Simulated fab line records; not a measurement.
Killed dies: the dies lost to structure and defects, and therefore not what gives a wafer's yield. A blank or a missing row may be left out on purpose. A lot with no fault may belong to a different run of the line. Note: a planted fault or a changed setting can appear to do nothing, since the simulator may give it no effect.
What tool caused it? | flow berkeleyCmos170 | 42 wafers from 14 lots sampled at 4 of the route's 331 steps

WHAT THE GAUGES READ, wafer by wafer
UCB170_SILICIDE_THK_MEAS_03: measures by xrf. Usual: SILICIDE_TI_THK gives 29.5 nm (standard deviation 0.35).
lot  | measured     | on           | SILICIDE_TI_THK (nm) | flag
L458 | day 6 15:49  | filmMetro-03 | 29.8 29.6 30.0       | 
L459 | day 6 20:04  | filmMetro-04 | 29.4 29.9 30.0       | 
L461 | day 7 08:10  | filmMetro-04 | 28.9 29.9 29.0       | 
L460 | day 7 08:19  | filmMetro-01 | 29.5 29.4 30.1       | 
L462 | day 7 19:40  | filmMetro-04 | 29.3 29.3 29.1       | 
L463 | day 7 19:43  | filmMetro-01 | 30.3 29.8 30.2       | 
L464 | day 8 09:44  | filmMetro-01 | 29.4 29.4 29.4       | 
L467 | day 8 10:23  | filmMetro-01 | 29.8 29.8 29.7       | 
L470 | day 9 07:41  | filmMetro-04 | 29.1 29.4 29.6       | 
L472 | day 10 09:55 | filmMetro-01 | 29.5 29.4 29.5       | 
L478 | day 10 10:19 | filmMetro-04 | 29.1 29.5 29.1       | 
L480 | day 11 00:57 | filmMetro-01 | 29.2 29.8 29.7       | 
L479 | day 11 03:22 | filmMetro-03 | 29.8 29.3 29.5       | 
L481 | day 11 07:05 | filmMetro-04 | 29.9 29.5 29.3       | 

UCB170_M3_BOW_MEAS_20. Usual: M3_BOW gives 36 um (standard deviation 6.3).
lot  | measured     | on           | M3_BOW (um) | flag
L458 | day 7 17:48  | filmMetro-01 | 39 36 34    | 
L459 | day 7 19:30  | filmMetro-02 | 44 31 35    | 
L461 | day 8 11:43  | filmMetro-01 | 30 37 34    | 
L460 | day 8 11:58  | filmMetro-01 | 29 37 49    | 
L462 | day 8 19:10  | filmMetro-03 | 39 40 36    | 
L463 | day 8 19:44  | filmMetro-01 | 42 42 38    | 
L464 | day 9 08:07  | filmMetro-02 | 50 40 38    | 
L467 | day 9 12:54  | filmMetro-02 | 43 42 37    | 
L470 | day 10 11:11 | filmMetro-01 | 26 43 42    | 
L472 | day 11 11:41 | filmMetro-01 | 42 38 45    | 
L478 | day 11 18:17 | filmMetro-03 | 45 28 32    | 
L480 | day 12 04:26 | filmMetro-02 | 26 29 29    | 
L479 | day 12 04:37 | filmMetro-03 | 30 38 31    | 
L481 | day 12 07:40 | filmMetro-01 | 37 41 53    | 

WHAT TOOL EACH LOT RAN ON (gives the tool, then ch and the chambers of the sampled wafers, and finally the start)
lot  | UCB170_CONTACT_RTA_08           | UCB170_M3_SOFTBAKE_06
L458 | rtpAnneal-02 ch 0, day 6 18:43  | lithoTrack-01 ch 0, day 7 13:22
L459 | rtpAnneal-01 ch 0, day 6 22:58  | lithoTrack-02 ch 0, day 7 17:07
L461 | rtpAnneal-02 ch 0, day 7 14:35  | lithoTrack-04 ch 0, day 8 09:33
L460 | rtpAnneal-01 ch 0, day 7 14:34  | lithoTrack-04 ch 0, day 8 09:59
L462 | rtpAnneal-02 ch 0, day 7 22:52  | lithoTrack-01 ch 0, day 8 17:08
L463 | rtpAnneal-02 ch 0, day 7 23:35  | lithoTrack-02 ch 0, day 8 17:34
L464 | rtpAnneal-01 ch 0, day 8 12:49  | lithoTrack-04 ch 0, day 9 05:28
L467 | rtpAnneal-01 ch 0, day 8 14:36  | lithoTrack-04 ch 0, day 9 10:41
L470 | rtpAnneal-01 ch 0, day 9 11:58  | lithoTrack-01 ch 0, day 10 07:11
L472 | rtpAnneal-01 ch 0, day 10 16:26 | lithoTrack-02 ch 0, day 11 09:27
L478 | rtpAnneal-02 ch 0, day 10 16:26 | lithoTrack-01 ch 0, day 11 13:55
L480 | rtpAnneal-02 ch 0, day 11 05:33 | lithoTrack-02 ch 0, day 12 02:04
L479 | rtpAnneal-02 ch 0, day 11 07:51 | lithoTrack-04 ch 0, day 12 02:45
L481 | rtpAnneal-02 ch 0, day 11 10:31 | lithoTrack-04 ch 0, day 12 05:28
- UCB170_CONTACT_RTA_08: time 10 s.
- UCB170_M3_SOFTBAKE_06: time 60 s.

WHAT THE TOOLS THEMSELVES READ (means of the sampled wafers that have a number; where no wafer has one, the mark that the record gives instead)
UCB170_CONTACT_RTA_08. Usual: lampPowerPct 23.88 %, standard deviation 0.13; wafer_temp_C_max 904.5, standard deviation 2.1.
lot  | tool         | lampPowerPct (%) | wafer_temp_C_max | flag
L458 | rtpAnneal-02 | 23.98            | 902.7            | 
L459 | rtpAnneal-01 | 23.74            | 906.1            | 
L461 | rtpAnneal-02 | 24.00            | 902.7            | 
L460 | rtpAnneal-01 | 23.73            | 908.3            | 
L462 | rtpAnneal-02 | 23.99            | 902.4            | 
L463 | rtpAnneal-02 | 23.98            | 903.1            | 
L464 | rtpAnneal-01 | 23.74            | 906.2            | 
L467 | rtpAnneal-01 | 23.73            | 906.2            | 
L470 | rtpAnneal-01 | 23.72            | 907.0            | 
L472 | rtpAnneal-01 | 23.75            | 905.1            | 
L478 | rtpAnneal-02 | 23.99            | 902.6            | 
L480 | rtpAnneal-02 | 23.98            | 902.6            | 
L479 | rtpAnneal-02 | 23.97            | 902.6            | 
L481 | rtpAnneal-02 | 23.97            | 903.2            | 

UCB170_M3_SOFTBAKE_06. Usual: heaterPowerTotalW 56.80 W, standard deviation 0.046; runLengthS 89.16 s, standard deviation 0.29.
lot  | tool          | heaterPowerTotalW (W) | runLengthS (s) | flag
L458 | lithoTrack-01 | 56.80                 | 89.11          | 
L459 | lithoTrack-02 | 56.81                 | 88.84          | 
L461 | lithoTrack-04 | 56.77                 | 89.41          | 
L460 | lithoTrack-04 | 56.78                 | 89.56          | 
L462 | lithoTrack-01 | 56.81                 | 89.14          | 
L463 | lithoTrack-02 | 56.81                 | 88.84          | 
L464 | lithoTrack-04 | 60.31                 | 77.90          | OFF
L467 | lithoTrack-04 | 60.21                 | 77.94          | OFF
L470 | lithoTrack-01 | 56.79                 | 89.11          | 
L472 | lithoTrack-02 | 56.80                 | 88.87          | 
L478 | lithoTrack-01 | 56.78                 | 89.01          | 
L480 | lithoTrack-02 | 56.81                 | 88.74          | 
L479 | lithoTrack-04 | 56.79                 | 89.37          | 
L481 | lithoTrack-04 | 56.78                 | 89.45          | 

THE ANSWER, worked out from the rows above alone
Rule: a lot counts as off when the mean over its wafers that have a number is more than 3 standard deviations away from the usual mean. A lot without any number at a reading at which 4 lots or more have one is off too. The other lots that the step has rows for count as sound. After the gauges, taken in route order, come the tools' own readings; for these a lot's mean is taken, as printed above. The first step at which some lot is off is used, and at that step the reading that is off furthest; a lot without a number counts as furthest.
Off at UCB170_M3_SOFTBAKE_06 (heaterPowerTotalW): L464, L467.
If a tool, at that step or one of the process steps before it, ran each lot that is off and ran no sound lot following the first of them, it fits. Not one of the candidates tried fits.

WHAT THE SIMULATOR PUT IN
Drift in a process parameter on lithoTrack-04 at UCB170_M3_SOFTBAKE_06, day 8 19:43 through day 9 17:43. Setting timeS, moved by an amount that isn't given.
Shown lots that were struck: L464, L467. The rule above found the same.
